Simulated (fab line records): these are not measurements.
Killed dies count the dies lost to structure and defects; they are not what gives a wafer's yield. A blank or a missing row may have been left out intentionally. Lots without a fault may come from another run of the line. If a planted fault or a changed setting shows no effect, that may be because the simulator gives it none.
A lot that was struck, set against a sound lot    flow berkeley_cmos170    18 out of 331 route steps
Sound: the wafers L557.2, L557.3, L557.5. Struck: wafers L570.1, L570.2, L570.4. Last of all comes the cause.
Per side, at each step with rows, come the tool, then ch with its chambers, and then its first start. Under that, the readings that differ: sound wafers    struck wafers    difference of the means    sigmas: that difference in standard deviations of wafers without a fault.
alike: readings whose means differ by less than 2 such deviations, and words and numbers that are the same on both sides. not compared: withheld readings, readings that some wafer has no value for, bounds like >300 that may hide the same value, and numbers for which the record gives no deviation and whose values overlap.
A row with sigmas, a row that says differs or no value, or rows on one side alone: a step with any of these is where the two part. Numbers that have no deviation but don't overlap get no sigmas and don't part them. A reading that every wafer of one side lacks parts them only if that side has two wafers or more.

first, 4 steps without rows for these wafers: UCB170_NVT_SOFTBAKE_02 (time 60 s); UCB170_NVT_EXPOSE_03 (exposes mask PWELL, target cd 3000 nm); UCB170_NVT_PEB_04; UCB170_NVT_DEVELOP_05 (develop time 45 s).
UCB170_NVT_OVL_MEAS_06:
  struck on overlay-02, day 10 22:35; sound on overlay-02, day 6 21:01
  alike: NVT_OVL
following that, these wafers have no rows for 1 step: UCB170_NVT_IMPLANT_07.
UCB170_NVT_STRIP_08: strips in O2.
  sound on plasma_asher-01 ch 1, day 6 21:12; struck on plasma_asher-04 ch 0,1, day 10 22:46
  alike: drypump_motor_current_A, oes_product_au, strip_time_to_endpoint_s
  not compared: rf_hours_counter_h
UCB170_NVT_TW_MEAS_09:
  struck on film_metro-04, day 10 22:52; sound on film_metro-01, day 6 21:19
  alike: NVT_TW
then, 4 steps without rows for these wafers: UCB170_NVT_CLEAN_10 (cleans in SPM, time 600 s); UCB170_PVT_HMDS_00 (prime time 60 s); UCB170_PVT_COAT_01 (resist thk 900 nm); UCB170_PVT_SOFTBAKE_02 (time 60 s).
UCB170_PVT_EXPOSE_03: exposes mask NWELL, target cd 3000 nm.
  sound on krf_scanner-02 ch 0, day 6 22:42; struck on krf_scanner-02 ch 0, day 11 00:00
reading                      sound                    struck             difference  sigmas
model.PVT.overlay_x_nm (nm)  -0.7066 -0.7066 -0.7066  476.7 476.7 476.7  +477.4      
  alike: mask
then, 2 steps without rows for these wafers: UCB170_PVT_PEB_04; UCB170_PVT_DEVELOP_05 (develop time 45 s).
UCB170_PVT_OVL_MEAS_06:
  struck on overlay-01, day 11 00:26; sound on overlay-02, day 6 23:17
reading       sound  struck       difference  sigmas
PVT_OVL (nm)  6 5 1  482 479 476  +475        +90
following that, these wafers have no rows for 1 step: UCB170_PVT_IMPLANT_07.
UCB170_M3_PROBE_99:
  sound wafers here have rows in the record (prober-02, day 9 21:46); struck ones have none

WHERE THEY PART
Last at UCB170_M3_PROBE_99 as far as this record goes, first at UCB170_PVT_OVL_MEAS_06.

WHY: the cause the simulator had injected
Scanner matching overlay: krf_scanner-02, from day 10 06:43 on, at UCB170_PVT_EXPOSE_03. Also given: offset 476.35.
